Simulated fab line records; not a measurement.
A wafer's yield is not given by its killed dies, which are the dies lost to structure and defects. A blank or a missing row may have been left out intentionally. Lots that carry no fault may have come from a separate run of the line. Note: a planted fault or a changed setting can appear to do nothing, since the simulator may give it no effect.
Which tool did it? / flow rit cmos / 45 wafers from 15 lots sampled at 2 of the route's 202 steps

WHAT EACH GAUGE READ, for each wafer
RIT_M1_OVL_MEAS_10.
lot=L980; measured=day 3 08:51; on=overlay-01; M1_OVL (nm)=-0.2 0.3 -1.9
lot=L981; measured=day 3 15:45; on=overlay-02; M1_OVL (nm)=-2.2 -1.3 -3.4
lot=L982; measured=day 3 21:25; on=overlay-02; M1_OVL (nm)=-0.3 1.2 0.8
lot=L983; measured=day 3 23:25; on=overlay-02; M1_OVL (nm)=-1.2 -2.8 -0.8
lot=L984; measured=day 4 07:44; on=overlay-02; M1_OVL (nm)=-1.6 -0.3 -0.4
lot=L985; measured=day 4 10:07; on=overlay-02; M1_OVL (nm)=2.1 1.1 1.2
lot=L986; measured=day 4 18:59; on=overlay-01; M1_OVL (nm)=-0.6 0.4 0.8
lot=L987; measured=day 4 21:38; on=overlay-01; M1_OVL (nm)=0.2 0.7 -1.0
lot=L988; measured=day 5 04:29; on=overlay-01; M1_OVL (nm)=2.3 1.1 2.2
lot=L992; measured=day 6 01:10; on=overlay-02; M1_OVL (nm)=355.5 354.9 356.1
lot=L993; measured=day 6 03:13; on=overlay-02; M1_OVL (nm)=357.9 359.0 359.9
lot=L995; measured=day 6 12:06; on=overlay-02; M1_OVL (nm)=359.5 357.6 359.0
lot=L996; measured=day 6 17:28; on=overlay-02; M1_OVL (nm)=-1.3 -1.8 -0.2
lot=L999; measured=day 7 10:34; on=overlay-02; M1_OVL (nm)=-1.7 -1.6 -1.0
lot=L103; measured=day 8 03:15; on=overlay-01; M1_OVL (nm)=-1.7 -0.5 0.1

WHICH TOOL RAN EACH LOT (tool, then ch and the chambers of the sampled wafers, then the start)
lot=L980; RIT_M1_EXPOSE_06=iline stepper-01 ch 0, day 3 08:19
lot=L981; RIT_M1_EXPOSE_06=iline stepper-02 ch 0, day 3 15:13
lot=L982; RIT_M1_EXPOSE_06=iline stepper-02 ch 0, day 3 20:52
lot=L983; RIT_M1_EXPOSE_06=iline stepper-02 ch 0, day 3 22:52
lot=L984; RIT_M1_EXPOSE_06=iline stepper-02 ch 0, day 4 07:13
lot=L985; RIT_M1_EXPOSE_06=iline stepper-01 ch 0, day 4 09:34
lot=L986; RIT_M1_EXPOSE_06=iline stepper-02 ch 0, day 4 18:27
lot=L987; RIT_M1_EXPOSE_06=iline stepper-02 ch 0, day 4 21:07
lot=L988; RIT_M1_EXPOSE_06=iline stepper-01 ch 0, day 5 03:49
lot=L992; RIT_M1_EXPOSE_06=iline stepper-01 ch 0, day 6 00:38
lot=L993; RIT_M1_EXPOSE_06=iline stepper-01 ch 0, day 6 02:40
lot=L995; RIT_M1_EXPOSE_06=iline stepper-01 ch 0, day 6 11:35
lot=L996; RIT_M1_EXPOSE_06=iline stepper-02 ch 0, day 6 16:55
lot=L999; RIT_M1_EXPOSE_06=iline stepper-02 ch 0, day 7 10:01
lot=L103; RIT_M1_EXPOSE_06=iline stepper-02 ch 0, day 8 02:44
- RIT_M1_EXPOSE_06: exposes mask M12, target cd 2600 nm.

AS READ BY THE TOOLS THEMSELVES (means over the sampled wafers that have a number; for cases with no such wafer, the mark the record gives instead)
The record holds no such reading with a usual standard deviation.

THE ANSWER, worked out from the rows above alone
Rule: usual is defined by the lots themselves. The widest of any qualifying gaps counts: lots, ordered by their means at a reading, are off when they make up no more than a third of the lots, leave a main group of 4 or more, and stand apart from it by 3 or more times the standard deviation of that group's means. If all means in a main group match to the digits the tables above print for the reading, that group is not used. A lot without any number at a reading at which 4 lots or more have one is off too. Where the step has rows for the other lots, those lots are counted as sound. The gauges are gone through in route order, then the tools' own readings, and for those a lot's mean is taken as printed above. At the first step where some lot is off, the reading lying furthest off is the one used; lots without a number count as furthest.
Off: L992, L993, L995, at RIT_M1_OVL_MEAS_10 (M1_OVL). The main group: mean -0.4 nm, standard deviation 1.2.
If a tool, at a process step before that reading, ran all the lots that are off and no sound lot after the first of them, it fits. Those tools and the gauges at RIT_M1_OVL_MEAS_10 are tried in the same way. One candidate fits, namely iline stepper-01 at RIT_M1_EXPOSE_06. A fault onset in the window from L988 (day 5 03:49, its last sound lot) to L992 (day 6 00:38, its first lot off) fits.

WHAT WAS PUT IN BY THE SIMULATOR
Scanner matching overlay: iline stepper-01, from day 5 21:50 on, at RIT_M1_EXPOSE_06. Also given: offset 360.
Shown lots that were struck: L992, L993, L995. Same finding as the rule above.
